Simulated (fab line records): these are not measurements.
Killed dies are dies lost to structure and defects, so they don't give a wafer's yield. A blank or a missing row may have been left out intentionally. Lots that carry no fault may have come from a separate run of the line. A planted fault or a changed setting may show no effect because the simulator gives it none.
Which tool was responsible? ; flow rit-cmos ; 21 wafers sampled from 7 lots at 1 step of a route of 202

## WHAT THE GAUGES SHOWED, per wafer
RIT_GATE_THK_MEAS_07.
lot;measured;on;GATE_OXIDE_THK (nm)
L159;day 3 06:55;film-metro-04;3.09 3.07 3.01
L163;day 4 07:50;film-metro-01;3.00 2.96 2.94
L165;day 4 16:13;film-metro-01;2.94 2.85 2.92
L168;day 5 05:53;film-metro-04;3.02 3.03 3.03
L171;day 5 22:02;film-metro-03;2.92 3.00 3.01
L174;day 6 13:37;film-metro-01;3.01 2.87 2.95
L176;day 6 22:50;film-metro-04;3.00 3.11 2.98

## TOOL THAT RAN EACH LOT (tool first, then ch and the chambers of the sampled wafers, then the start)
There is no process step in the record ahead of these readings.

## THE ANSWER, worked out from the rows above alone
Rule: the lots themselves supply what counts as usual. Put in order of their means at a reading, lots are off if they are a third of the lots or fewer, leave a main group of 4 or more, and stand apart from it by a gap of 3 or more times the standard deviation of the main group's means; of several such gaps the widest counts. A main group is skipped when, at the precision printed for the reading in the tables above, its means are all equal. Also off: a lot with no number at a reading for which 4 or more lots have one. Where the step has rows for the other lots, those lots are counted as sound.
No lot is off on any of the readings shown, so nothing can be concluded from this.

## WHAT THE SIMULATOR HAD INSERTED
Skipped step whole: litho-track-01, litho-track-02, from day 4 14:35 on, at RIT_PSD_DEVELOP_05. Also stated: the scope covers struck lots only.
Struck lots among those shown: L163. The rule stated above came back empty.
